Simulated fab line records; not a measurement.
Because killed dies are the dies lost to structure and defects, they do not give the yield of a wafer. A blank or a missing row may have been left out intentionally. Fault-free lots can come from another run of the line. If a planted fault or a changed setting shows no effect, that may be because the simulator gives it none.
Matching of chambers | flow rit-cmos | rie-diel-01 running RIT_SPACER_ETCHBACK_05: 4 sister chambers
The step etches Si3N4 in SF6/CHF3, stops on SiO2, target depth 250 nm, time 240 s. 4 wafers are shown with their chamber, then 7 later ones without.

== WAFERS WITH THEIR CHAMBER ==
wafer  | chamber | throttle-valve-pct (%)
L502.6 | 0       | 10.32
L504.2 | 3       | 10.00
L508.1 | 2       | 10.46
L508.3 | 1       | 10.51

== WAFERS WHOSE CHAMBER IS MISSING ==
wafer  | throttle-valve-pct (%)
L508.5 | 10.47
L509.3 | 10.00
L509.5 | 10.34
L509.6 | 10.01
L511.4 | 10.02
L511.5 | 10.01
L511.6 | 10.31

== THE CHAMBER EACH PASSED THROUGH ==
wafer  | from the rows above | in truth
L508.5 | 2                   | 2
L509.3 | 3                   | 3
L509.5 | 0                   | 0
L509.6 | 3                   | 3
L511.4 | 3                   | 3
L511.5 | 3                   | 3
L511.6 | 0                   | 0
Correctly placed: 7 of 7. Number that these rows cannot place: 0. Wrongly placed: 0.
How it was worked out, from the rows above alone: a wafer's distance from a chamber is the root of the sum, over the readings, of the square of ((its reading less the chamber's mean) divided by the reading's scatter). If the next closest chamber is less than 2 further off than the closest, the wafer can't be placed; otherwise it belongs to the closest. A chamber's mean is the mean of its shown wafers. The scatter (one wafer shown for each chamber): square how far every hidden wafer sits from the nearest shown wafer, average those squares and take the square root.
